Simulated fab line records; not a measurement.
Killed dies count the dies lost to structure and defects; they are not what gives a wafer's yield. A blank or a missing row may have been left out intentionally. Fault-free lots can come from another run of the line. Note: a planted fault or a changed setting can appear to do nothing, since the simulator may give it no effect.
Check of tool commonality    flow berkeley cmos170    42 wafers sampled across 14 lots

== WHY IT WAS OPENED ==
Of 14 lots, 2 have the reading NLDD_TW flagged at UCB170_NLDD_TW_MEAS_11. No-fault wafers: 2217, standard deviation 18.
Rule: a lot is flagged when every wafer of it that has a number lies more than 4 standard deviations from that mean, or none has a number. As for the other lots, they are considered sound.

lot   measured      on             NLDD_TW, wafer by wafer  flag
L792  day 7 12:42   film metro-01  2203 2191 2192           
L797  day 8 17:38   film metro-04  2232 2234 2236           
L796  day 8 17:55   film metro-02  2227 2211 2220           
L798  day 9 02:35   film metro-04  2231 2219 2223           
L799  day 9 02:52   film metro-02  2199 2216 2200           
L800  day 9 08:16   film metro-04  2227 2227 2227           
L802  day 9 19:13   film metro-04  2223 2217 2216           
L803  day 9 19:31   film metro-01  2213 2211 2208           
L804  day 9 19:46   film metro-02  2206 2199 2208           
L808  day 10 12:03  film metro-04  2103 2106 2099           FLAGGED
L811  day 11 07:35  film metro-01  2197 2182 2193           
L809  day 11 08:00  film metro-04  2217 2218 2229           
L810  day 11 08:24  film metro-04  2234 2232 2233           
L814  day 11 19:29  film metro-01  2052 2058 2072           FLAGGED
The numbers of the flagged lots are 2082 on average: -135 against the usual, or -8 standard deviations.

== EACH LOT AND THE TOOL IT RAN ON ==
The record holds 1 process step before the reading, out of a route of 331 steps. Read each cell as the tool, then ch plus the chambers that the sampled wafers visited, then the start.
lot   flag     UCB170_NLDD_IMPLANT_09
L792           implanter-02 ch 0, day 7 12:27
L797           implanter-02 ch 0, day 8 17:23
L796           implanter-01 ch 0, day 8 17:41
L798           implanter-01 ch 0, day 9 02:20
L799           implanter-02 ch 0, day 9 02:38
L800           implanter-04 ch 0, day 9 08:02
L802           implanter-02 ch 0, day 9 18:58
L803           implanter-01 ch 0, day 9 19:17
L804           implanter-02 ch 0, day 9 19:32
L808  FLAGGED  implanter-02 ch 0, day 10 11:49
L811           implanter-04 ch 0, day 11 07:20
L809           implanter-01 ch 0, day 11 07:45
L810           implanter-04 ch 0, day 11 08:09
L814  FLAGGED  implanter-02 ch 0, day 11 19:16
What is done by these steps:
- UCB170_NLDD_IMPLANT_09
- UCB170_NLDD_TW_MEAS_11

== FLAGGED AGAINST TOTAL, ONE TOOL AT A TIME (gauges that did the reading follow at the end) ==
step                    tool           lots run  flagged  share of the flagged lots  sound lots run after its first flagged lot
UCB170_NLDD_IMPLANT_09  implanter-01   4         0        none                       -
UCB170_NLDD_IMPLANT_09  implanter-02   7         2        all                        0
UCB170_NLDD_IMPLANT_09  implanter-04   3         0        none                       -
UCB170_NLDD_TW_MEAS_11  film metro-01  4         1        some                       0
UCB170_NLDD_TW_MEAS_11  film metro-02  3         0        none                       -
UCB170_NLDD_TW_MEAS_11  film metro-04  7         1        some                       2 (L809,L810)

== THE TABLE: WHAT IT ALLOWS ==
Rows of the table that ran each flagged lot: 1, that is implanter-02 at UCB170_NLDD_IMPLANT_09.
- implanter-02 at UCB170_NLDD_IMPLANT_09: 2 of its 7 lots flagged. A fault beginning between L804 (day 9 19:32), its last sound lot, and L808 (day 10 11:49), its first flagged one, fits the data. Its own readings lie more than 4 standard deviations out on every wafer of the flagged lots: dose ions cm2, faraday current uA.
implanter-02 at UCB170_NLDD_IMPLANT_09 is the single tool remaining.

== WHAT THE SIMULATOR PUT IN ==
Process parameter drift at UCB170_NLDD_IMPLANT_09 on implanter-02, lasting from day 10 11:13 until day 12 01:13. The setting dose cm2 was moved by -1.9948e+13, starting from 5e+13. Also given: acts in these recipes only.
Shown lots that were struck: L808, L814. The rule above found the same.
